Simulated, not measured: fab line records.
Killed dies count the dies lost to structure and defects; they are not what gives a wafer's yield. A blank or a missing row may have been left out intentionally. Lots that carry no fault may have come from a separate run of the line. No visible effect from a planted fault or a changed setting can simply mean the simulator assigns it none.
Lot-split experiment / flow rit cmos / 23 wafers read across 5 lots, on a route 202 steps long

THE SPLIT
At RIT_NWELL_IMPLANT_08, the setting energy kev was moved away from the recipe's 170 on 9 of the 23 wafers read, by -5.2% to -3.1%. This setting was run at the recipe's value on the other wafers.

The split's own step is where the reading is taken.

THE READING
The simulator's own value implant.drp nm, read by no gauge, in nm at RIT_NWELL_IMPLANT_08. No usual value for it is given in the file.

wafer=L075.1; tool, chamber at the split=implanter-04, 0; energy kev as run=170; against the recipe=recipe; implant.drp nm, nm=68.82; against lot-mates on the recipe=-
wafer=L075.2; tool, chamber at the split=implanter-04, 0; energy kev as run=170; against the recipe=recipe; implant.drp nm, nm=68.82; against lot-mates on the recipe=-
wafer=L075.3; tool, chamber at the split=implanter-04, 0; energy kev as run=170; against the recipe=recipe; implant.drp nm, nm=68.82; against lot-mates on the recipe=-
wafer=L075.5; tool, chamber at the split=implanter-04, 0; energy kev as run=170; against the recipe=recipe; implant.drp nm, nm=68.82; against lot-mates on the recipe=-
wafer=L075.6; tool, chamber at the split=implanter-04, 0; energy kev as run=170; against the recipe=recipe; implant.drp nm, nm=68.82; against lot-mates on the recipe=-
wafer=L077.2; tool, chamber at the split=implanter-02, 0; energy kev as run=164.7; against the recipe=-3.1%; implant.drp nm, nm=67.24; against lot-mates on the recipe=-1.58
wafer=L077.4; tool, chamber at the split=implanter-02, 0; energy kev as run=164.7; against the recipe=-3.1%; implant.drp nm, nm=67.24; against lot-mates on the recipe=-1.58
wafer=L077.5; tool, chamber at the split=implanter-02, 0; energy kev as run=164.7; against the recipe=-3.1%; implant.drp nm, nm=67.24; against lot-mates on the recipe=-1.58
wafer=L077.3; tool, chamber at the split=implanter-02, 0; energy kev as run=170; against the recipe=recipe; implant.drp nm, nm=68.82; against lot-mates on the recipe=-
wafer=L077.6; tool, chamber at the split=implanter-02, 0; energy kev as run=170; against the recipe=recipe; implant.drp nm, nm=68.82; against lot-mates on the recipe=-
wafer=L081.1; tool, chamber at the split=implanter-01, 0; energy kev as run=161.2; against the recipe=-5.2%; implant.drp nm, nm=66.19; against lot-mates on the recipe=-2.63
wafer=L081.3; tool, chamber at the split=implanter-01, 0; energy kev as run=161.2; against the recipe=-5.2%; implant.drp nm, nm=66.19; against lot-mates on the recipe=-2.63
wafer=L081.4; tool, chamber at the split=implanter-01, 0; energy kev as run=161.2; against the recipe=-5.2%; implant.drp nm, nm=66.19; against lot-mates on the recipe=-2.63
wafer=L081.2; tool, chamber at the split=implanter-01, 0; energy kev as run=170; against the recipe=recipe; implant.drp nm, nm=68.82; against lot-mates on the recipe=-
wafer=L081.5; tool, chamber at the split=implanter-01, 0; energy kev as run=170; against the recipe=recipe; implant.drp nm, nm=68.82; against lot-mates on the recipe=-
wafer=L083.1; tool, chamber at the split=implanter-02, 0; energy kev as run=170; against the recipe=recipe; implant.drp nm, nm=68.82; against lot-mates on the recipe=-
wafer=L083.2; tool, chamber at the split=implanter-02, 0; energy kev as run=170; against the recipe=recipe; implant.drp nm, nm=68.82; against lot-mates on the recipe=-
wafer=L083.3; tool, chamber at the split=implanter-02, 0; energy kev as run=170; against the recipe=recipe; implant.drp nm, nm=68.82; against lot-mates on the recipe=-
wafer=L084.1; tool, chamber at the split=implanter-02, 0; energy kev as run=170; against the recipe=recipe; implant.drp nm, nm=68.82; against lot-mates on the recipe=-
wafer=L084.4; tool, chamber at the split=implanter-02, 0; energy kev as run=170; against the recipe=recipe; implant.drp nm, nm=68.82; against lot-mates on the recipe=-
wafer=L084.3; tool, chamber at the split=implanter-02, 0; energy kev as run=163.8; against the recipe=-3.6%; implant.drp nm, nm=66.97; against lot-mates on the recipe=-1.85
wafer=L084.5; tool, chamber at the split=implanter-02, 0; energy kev as run=163.8; against the recipe=-3.6%; implant.drp nm, nm=66.97; against lot-mates on the recipe=-1.85
wafer=L084.6; tool, chamber at the split=implanter-02, 0; energy kev as run=163.8; against the recipe=-3.6%; implant.drp nm, nm=66.97; against lot-mates on the recipe=-1.85

THE FIT
A straight line over all 23 wafers: implant.drp nm changes by +0.508 nm for each +1% of energy kev; r = +1.00; the points scatter about the line by 0.0014 nm.
The same after taking each lot's own level away (the mean of its wafers on the recipe; 23 wafers): +0.508 nm for each +1%; r = +1.00; scatter 0.0014 nm.
On that fit, the largest move of energy kev shifts the reading by 2.6 nm.
The lots' own levels span 68.820 to 68.820 nm.
The two slopes are in agreement: the lot-to-lot level therefore moves the slope only a little.
Check: for one of the wafers moved furthest among these (-5.2%), held out of the fit, the line's prediction against its lot-mates is -2.63 nm. Against them it came out at -2.63 nm.

OTHER SPLITS ON THESE WAFERS
These wafers also went through other splits before the reading. Each is held against what the fit with the lots' levels taken away leaves over:
other split on the same wafers=RIT_ACTIVE_OXIDATION_01 temp c; wafers away from the commonest value=15; r with implant.drp nm (lot level and that fit taken away)=+0.19
other split on the same wafers=RIT_ACTIVE_CVD_03 pressure mtorr; wafers away from the commonest value=18; r with implant.drp nm (lot level and that fit taken away)=+0.13
other split on the same wafers=RIT_FOX2_WET_ETCH_03 time s; wafers away from the commonest value=10; r with implant.drp nm (lot level and that fit taken away)=-0.49

THE WHOLE CHAIN: every reading that the file lists as answering this split, in the file's order
step=RIT_NWELL_IMPLANT_08; what it does=; reading=implant.rp nm (the simulator's own value, which no gauge read); change (the file's fit)=+2.14 nm for each +1% of the setting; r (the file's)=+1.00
step=RIT_NWELL_IMPLANT_08; what it does=; reading=implant.drp nm (the simulator's own value, which no gauge read); change (the file's fit)=+0.509 nm for each +1% of the setting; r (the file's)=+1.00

FILE'S OWN FIT
implant.drp nm changes by +0.509 nm for each +1% of energy kev, r = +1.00.
